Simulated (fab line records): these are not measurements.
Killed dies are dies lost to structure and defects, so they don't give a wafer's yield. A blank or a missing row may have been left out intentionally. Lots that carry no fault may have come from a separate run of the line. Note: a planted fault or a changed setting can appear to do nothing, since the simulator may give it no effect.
The tool behind it: which one? | flow berkeley_cmos170 | Sampling: 7 lots, 21 wafers, 2 of 331 route steps

## WHAT THE GAUGES READ, wafer by wafer
UCB170_NWELL_TW_MEAS_16.
lot  | measured    | on            | NWELL_TW
L175 | day 2 12:46 | film_metro-04 | 1259 1265 1261
L178 | day 3 00:37 | film_metro-03 | 1143 1141 1147
L181 | day 3 18:56 | film_metro-04 | 1166 1156 1156
L189 | day 5 09:10 | film_metro-03 | 1251 1245 1260
L194 | day 6 07:46 | film_metro-03 | 1262 1255 1262
L196 | day 6 17:43 | film_metro-03 | 1259 1256 1261
L198 | day 6 23:53 | film_metro-04 | 1261 1262 1259

## WHICH TOOL RAN EACH LOT (tool, then ch and the chambers of the sampled wafers, then the start)
lot  | UCB170_NWELL_IMPLANT_14
L175 | implanter-03 ch 0, day 2 12:31
L178 | implanter-04 ch 0, day 3 00:23
L181 | implanter-04 ch 0, day 3 18:44
L189 | implanter-03 ch 0, day 5 08:56
L194 | implanter-04 ch 0, day 6 07:34
L196 | implanter-03 ch 0, day 6 17:29
L198 | implanter-04 ch 0, day 6 23:38
- UCB170_NWELL_IMPLANT_14

## THE ANSWER, worked out from the rows above alone
Rule: what is usual is taken from the lots themselves. Put in order of their means at a reading, lots are off if they are a third of the lots or fewer, leave a main group of 4 or more, and stand apart from it by a gap of 3 or more times the standard deviation of the main group's means; of several such gaps the widest counts. A main group whose means are all the same, to the digits that the tables above print for the reading, isn't used. Also off: a lot with no number at a reading for which 4 or more lots have one. The other lots that the step has rows for count as sound.
Off: at UCB170_NWELL_TW_MEAS_16 (NWELL_TW), L178, L181. Main group: mean 1259, sd 3.4.
A tool fits if, at a process step before that reading, it ran every lot that is off, and no sound lot after the first of them. Gauges at UCB170_NWELL_TW_MEAS_16: tried the same way as those tools. None of those tried fits.

## WHAT THE SIMULATOR PUT IN
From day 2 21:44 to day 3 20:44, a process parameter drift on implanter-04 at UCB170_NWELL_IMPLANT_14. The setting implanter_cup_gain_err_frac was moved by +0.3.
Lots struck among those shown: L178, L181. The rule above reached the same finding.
